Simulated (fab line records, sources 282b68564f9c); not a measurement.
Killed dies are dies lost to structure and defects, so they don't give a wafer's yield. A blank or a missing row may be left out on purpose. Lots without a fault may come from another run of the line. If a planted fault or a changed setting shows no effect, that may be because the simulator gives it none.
Chamber matching -- flow rit-cmos -- rie-diel-01 running RIT_ACTIVE_ETCH_13: 4 sister chambers
The step etches Si3N4 in SF6, stops on SiO2, time 210 s, target depth 210 nm. 7 wafers are shown with their chamber, then 8 later ones without.

EACH WAFER AND ITS CHAMBER
wafer,chamber,drypump-motor-current-A (A),throttle-valve-pct (%)
L592.1,2,5.0,7.42
L592.3,3,5.7,7.53
L592.6,2,5.0,7.43
L594.1,1,5.9,7.51
L594.2,3,5.6,7.52
L594.5,1,5.9,7.53
L600.1,0,4.9,7.44

WAFERS WITHOUT THEIR CHAMBER
wafer,drypump-motor-current-A (A),throttle-valve-pct (%)
L600.4,5.6,7.55
L600.6,5.6,7.53
L602.2,4.9,7.45
L602.3,5.0,7.40
L602.6,4.9,7.48
L603.4,5.9,7.52
L603.5,5.0,7.40
L603.6,5.6,7.55

EACH ONE'S CHAMBER
wafer,from the rows above,in truth
L600.4,3,3
L600.6,3,3
L602.2,0,0
L602.3,2,2
L602.6,0,0
L603.4,1,1
L603.5,2,2
L603.6,3,3
Correct placement for 8 of the 8. Number that these rows cannot place: 0. Number placed wrongly: 0.
How it was worked out, from the rows above alone: a wafer's distance from a chamber is the root of the sum, over the readings, of the square of ((its reading less the chamber's mean) divided by the reading's scatter). The wafer belongs to the nearest chamber; if the next one is less than 2 further off, it can't be placed. A chamber's mean is the mean of its shown wafers. The scatter: the root of (the sum of the squares of (reading less its chamber's mean) over the shown wafers, divided by (wafers less chambers)).
